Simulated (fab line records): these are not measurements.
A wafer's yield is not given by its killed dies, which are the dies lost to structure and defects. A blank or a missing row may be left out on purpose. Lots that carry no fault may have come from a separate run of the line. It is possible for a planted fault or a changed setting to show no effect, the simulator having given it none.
Matching of chambers + flow berkeley cmos170 + cmp-01 running UCB170_V2_CMP_02: 4 sister chambers
The step polishes SiO2. 7 wafers are shown with their chamber, then 7 later ones without.

WAFERS WITH THEIR CHAMBER
| wafer  | chamber | motor current A (A) | retaining ring pressure frac |
|--------|---------|---------------------|------------------------------|
| L130.3 | 1       | 15.2                | 1.001                        |
| L129.3 | 0       | 14.1                | 1.002                        |
| L144.6 | 2       | 16.4                | 1.001                        |
| L145.5 | 3       | 16.7                | 1.007                        |
| L145.6 | 2       | 16.0                | 0.995                        |
| L146.1 | 0       | 14.5                | 1.007                        |
| L146.5 | 3       | 16.6                | 0.998                        |

WAFERS MISSING THEIR CHAMBER
| wafer  | motor current A (A) | retaining ring pressure frac |
|--------|---------------------|------------------------------|
| L146.6 | 16.9                | 0.995                        |
| L148.1 | 15.8                | 1.009                        |
| L148.2 | 17.4                | 0.996                        |
| L148.4 | 14.4                | 1.010                        |
| L151.1 | 17.2                | 0.994                        |
| L151.2 | 16.5                | 1.001                        |
| L151.4 | 16.1                | 0.996                        |

CHAMBER TAKEN BY EACH
| wafer  | from the rows above          | in truth |
|--------|------------------------------|----------|
| L146.6 | can't be placed: 3 or 2      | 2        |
| L148.1 | can't be placed: 2 or 1 or 3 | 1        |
| L148.2 | can't be placed: 3 or 2      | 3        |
| L148.4 | 0                            | 0        |
| L151.1 | can't be placed: 3 or 2      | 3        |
| L151.2 | can't be placed: 3 or 2      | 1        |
| L151.4 | 2                            | 2        |
Placed correctly: 2 of 7. Unplaceable from these rows: 5, with the true chamber sitting among the candidates in 4. Number placed wrongly: 0.
How it was worked out, from the rows above alone: a wafer's distance from a chamber is the root of the sum, over the readings, of the square of ((its reading less the chamber's mean) divided by the reading's scatter). The wafer belongs to the nearest chamber; if the next one is less than 2 further off, it can't be placed. A chamber's mean is the mean of its shown wafers. How the scatter is found: for the shown wafers, subtract from each reading the mean of its chamber, square and add these, divide the total by (wafers less chambers), then take the root.
